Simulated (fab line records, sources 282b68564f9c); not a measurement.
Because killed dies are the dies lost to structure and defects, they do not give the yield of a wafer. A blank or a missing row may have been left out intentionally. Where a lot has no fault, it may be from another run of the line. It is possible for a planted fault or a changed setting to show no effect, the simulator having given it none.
Comparing a struck lot with a sound one :: flow ritCmos :: 15 steps out of a route of 202
Sound: these wafers, L433.1, L433.3, L433.6. Wafers L441.3, L441.5, L441.6 were the ones struck. The cause comes at the end.
At each step with rows: each side's tool, then ch and its chambers, then its first start. Under that, the readings that differ: sound wafers :: struck wafers :: difference of the means :: sigmas: that difference in standard deviations of wafers without a fault.
alike: same words and numbers on both sides, and readings whose means sit less than 2 such deviations apart. not compared: any withheld reading, any reading some wafer has no value for, any bound like >300 that may hide the same value, and any number with overlapping values for which the record gives no deviation.
Wherever a step has rows on one side only, a row that says differs or no value, or a row with sigmas, the two part there. Numbers that don't overlap but have no deviation are shown without sigmas and don't part them. A reading missing from all wafers of one side parts the sides only when that side holds two or more wafers.

RIT_GATE_THK_MEAS_07:
  struck on filmMetro-04, day 4 21:41; sound on filmMetro-03, day 3 05:22
reading: GATE_OXIDE_THK (nm)
sound: 2.97 2.86 2.95
struck: 3.12 2.98 3.12
difference: +0.15
sigmas: +2
then, 1 step without rows for these wafers: RIT_GATE_CVD_08 (deposits poly-Si from SiH4, target thk 250 nm, time 2220 s).
RIT_GATE_THK_MEAS_09:
  struck on filmMetro-01, day 4 23:36; sound on filmMetro-04, day 3 07:03
  alike: GATE_POLY_THK
then, 6 steps without rows for these wafers: RIT_GATE_HMDS_10 (prime time 60 s); RIT_GATE_COAT_11 (resist thk 850 nm); RIT_GATE_SOFTBAKE_12 (time 60 s); RIT_GATE_EXPOSE_13 (exposes mask M6, target cd 150 nm); RIT_GATE_PEB_14; RIT_GATE_DEVELOP_15 (develop time 50 s).
RIT_GATE_CD_MEAS_16: target cd 150 nm.
  struck on cdSem-02, day 5 00:32; sound on cdSem-02, day 3 08:05
  alike: cdNm
RIT_GATE_OVL_MEAS_17:
  struck on overlay-02, day 5 00:37; sound on overlay-01, day 3 08:12
  alike: GATE_OVL
then, 1 step without rows for these wafers: RIT_GATE_HARDBAKE_18 (time 60 s).
RIT_GATE_ETCH_19: etches poly-Si in SF6/CHF3/O2, stops on SiO2, time 165 s, target depth 312.5 nm.
  sound on rieSi-01 ch 1,2,3, day 3 08:23; struck on rieSi-01 ch 1,2,3, day 5 00:47
reading: oesProductAu (a.u.)
sound: 0.838 0.858 0.850
struck: 0.716 0.707 0.708
difference: -0.138
sigmas: -8

reading: runLengthS (s)
sound: 192.8 193.3 193.7
struck: 239.8 239.4 240.3
difference: +46.6
sigmas: +99 or more

reading: model.NOVOLAK_of_GATE_COAT_11.thkNm (nm)
sound: 668.1 676 671.9
struck: 649.9 640.9 645.7
difference: -26.5
sigmas: 
  alike: drypumpMotorCurrentA, throttleValvePct
  not compared: rfHoursCounterH
RIT_GATE_STRIP_20: strips in O2, time 180 s.
  sound on plasmaAsher-02 ch 0,1, day 3 08:30; struck on plasmaAsher-02 ch 0,1, day 5 00:58
  alike: drypumpMotorCurrentA
  not compared: rfHoursCounterH
RIT_M1_PROBE_99:
  struck on prober-02, day 5 21:49; sound on prober-02, day 4 06:42
reading: model.etest.pwellPinched.rsOhmSq
sound: 446.8 454.1 452.1
struck: 474.5 503.3 485.1
difference: +36.6
sigmas: 

reading: model.etest.nwellPinched.rsOhmSq
sound: 329.3 337.5 336.4
struck: 343.1 362.9 344.8
difference: +15.9
sigmas: 
  alike: killedAtFrontEnd, killedDies, killedOpen, killedShort
  not compared: model.etest.pmosTurned.rOnOhmUm, model.etest.pmos_0p3.rOnOhmUm, model.etest.pmos_0p15.rOnOhmUm, model.etest.pmos_0p15.driveUaUm, model.etest.pmosTurned.driveUaUm, model.etest.pmosNarrow.driveUaUm

## WHERE THEY PART
At RIT_GATE_THK_MEAS_07 first; at RIT_GATE_ETCH_19 last (within this record only). Later steps at which nothing parts them and some readings are alike: RIT_GATE_STRIP_20, RIT_M1_PROBE_99.

WHY: the cause the simulator had injected
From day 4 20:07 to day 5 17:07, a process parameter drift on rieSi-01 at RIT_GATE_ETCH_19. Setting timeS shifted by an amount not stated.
